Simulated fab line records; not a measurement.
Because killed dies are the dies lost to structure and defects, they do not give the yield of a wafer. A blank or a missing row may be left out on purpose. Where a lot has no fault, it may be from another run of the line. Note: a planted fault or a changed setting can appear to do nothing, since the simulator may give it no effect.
Lot-split experiment ; flow berkeley_cmos170 ; 23 wafers read from 5 lots, route of 331 steps

== SPLIT DETAILS ==
At UCB170_NLDD_EXPOSE_03 (exposes mask NSELECT, target cd 1200 nm), the setting dose_mj was moved away from the recipe's 30 on 8 of the 23 wafers read, by -5.6% to -2.2%. All remaining wafers had this setting at the recipe value.

== FROM THE SPLIT TO THE READING: what the file shows between them, 2 steps ==
- UCB170_NLDD_PEB_04
- UCB170_NLDD_DEVELOP_05: develop time 45 s

== THE READING ==
At UCB170_NLDD_CD_MEAS_06: cd_nm in nanometres, against a target cd of 1200 nm. Fault-free wafers of this fab line usually give 1200.3 nm, standard deviation 1.6 nm.

wafer;tool, chamber at the split;dose_mj as run;against the recipe;cd_nm, nm;against lot-mates on the recipe
L077.1;krf_scanner-01, 0;29.33;-2.2%;1198.1;-3.9
L077.2;krf_scanner-01, 0;29.33;-2.2%;1198.0;-4.0
L077.3;krf_scanner-01, 0;30;recipe;1202.5;-
L077.4;krf_scanner-01, 0;30;recipe;1201.4;-
L077.6;krf_scanner-01, 0;29.33;-2.2%;1198.0;-4.0
L075.2;krf_scanner-01, 0;30;recipe;1198.2;-
L075.3;krf_scanner-01, 0;30;recipe;1199.8;-
L075.4;krf_scanner-01, 0;28.8;-4.0%;1192.6;-6.4
L075.5;krf_scanner-01, 0;28.8;-4.0%;1193.6;-5.4
L075.6;krf_scanner-01, 0;28.8;-4.0%;1193.1;-5.9
L078.1;krf_scanner-02, 0;30;recipe;1201.6;-
L078.2;krf_scanner-02, 0;30;recipe;1201.5;-
L078.3;krf_scanner-02, 0;30;recipe;1201.5;-
L078.4;krf_scanner-02, 0;30;recipe;1201.5;-
L078.5;krf_scanner-02, 0;30;recipe;1201.7;-
L081.3;krf_scanner-01, 0;30;recipe;1201.1;-
L081.5;krf_scanner-01, 0;30;recipe;1200.0;-
L081.6;krf_scanner-01, 0;30;recipe;1200.3;-
L085.1;krf_scanner-01, 0;30;recipe;1199.8;-
L085.2;krf_scanner-01, 0;28.32;-5.6%;1190.2;-10.1
L085.3;krf_scanner-01, 0;28.32;-5.6%;1190.6;-9.7
L085.5;krf_scanner-01, 0;30;recipe;1200.4;-
L085.6;krf_scanner-01, 0;30;recipe;1200.6;-

FIT RESULTS
A straight line over all 23 wafers: cd_nm changes by +1.84 nm for each +1% of dose_mj; r = +0.96; the points scatter about the line by 1 nm.
The same after taking each lot's own level away (the mean of its wafers on the recipe; 23 wafers): +1.65 nm for each +1%; r = +0.99; scatter 0.53 nm.
The reading moves by 9.3 nm for the largest change in dose_mj, on that fit.
From 1199.00 to 1201.95 nm: that is the span of the lots' own levels, equal to 1.8 times the standard deviation above.
So the slope is not independent of the lot-to-lot level: the two fits are not the same.
Check: -8.97 nm against its lot-mates is what the line predicts for one of the wafers moved furthest among these (-5.6%) when that wafer is left out of the fit. Against them it came out at -10.1 nm.

== OTHER SPLITS ON THESE WAFERS ==
These wafers also went through other splits before the reading. Each is held against what the fit with the lots' levels taken away leaves over:
other split on the same wafers;wafers away from the commonest value;r with cd_nm (lot level and that fit taken away)
UCB170_START_OXIDATION_02 ox_time_s;15;+0.29
UCB170_ZERO_COAT_01 spin_rpm;8;+0.09
UCB170_PWELL_CVD_05 pressure_mtorr;15;-0.03
UCB170_ACTIVE_COAT_08 resist_thk_nm;9;-0.26
UCB170_ACTIVE_ETCH_15 over_etch_frac;8;+0.49
UCB170_SACOX_OXIDATION_01 ox_time_s;18;+0.02
UCB170_SCREENOX_OXIDATION_01 temp_c;10;-0.32
UCB170_PVT_IMPLANT_07 dose_cm2;11;-0.05

== FILE'S OWN FIT ==
cd_nm changes by +1.67 nm for each +1% of dose_mj, r = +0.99.
